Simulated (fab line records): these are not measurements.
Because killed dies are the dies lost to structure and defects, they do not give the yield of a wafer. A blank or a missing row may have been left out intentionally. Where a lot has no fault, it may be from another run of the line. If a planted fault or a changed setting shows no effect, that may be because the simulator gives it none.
Which tool was responsible? -- flow berkeley-cmos170 -- 7 lots, 21 wafers sampled, at 1 step of a route of 331

WHAT EACH GAUGE READ, for each wafer
UCB170_START_BOW_MEAS_00.
lot,measured,on,INCOMING_BOW (um)
L216,day 1 20:01,film-metro-02,7 1 0
L220,day 2 16:01,film-metro-01,-4 1 14
L222,day 3 02:02,film-metro-02,6 9 -4
L226,day 3 22:04,film-metro-02,2 7 -2
L228,day 4 08:00,film-metro-03,1 -4 -1
L231,day 4 23:02,film-metro-02,11 0 -3
L235,day 5 19:00,film-metro-03,-4 17 -3

TOOL THAT RAN EACH LOT (tool first, then ch and the chambers of the sampled wafers, then the start)
Before these readings, the record contains no process step.

THE ANSWER, worked out from the rows above alone
Rule: what is usual is taken from the lots themselves. Put in order of their means at a reading, lots are off if they are a third of the lots or fewer, leave a main group of 4 or more, and stand apart from it by a gap of 3 or more times the standard deviation of the main group's means; of several such gaps the widest counts. If all means in a main group match to the digits the tables above print for the reading, that group is not used. A lot without any number at a reading at which 4 lots or more have one is off too. Where the step has rows for the other lots, those lots are counted as sound.
Off: L228, seen at UCB170_START_BOW_MEAS_00 (INCOMING_BOW). The main group: mean 3 um, standard deviation 0.52.
If a tool, at a process step before that reading, ran all the lots that are off and no sound lot after the first of them, it fits. Gauges at UCB170_START_BOW_MEAS_00: tried the same way as those tools. Of those tried, none fits.

WHAT HAD BEEN PUT IN BY THE SIMULATOR
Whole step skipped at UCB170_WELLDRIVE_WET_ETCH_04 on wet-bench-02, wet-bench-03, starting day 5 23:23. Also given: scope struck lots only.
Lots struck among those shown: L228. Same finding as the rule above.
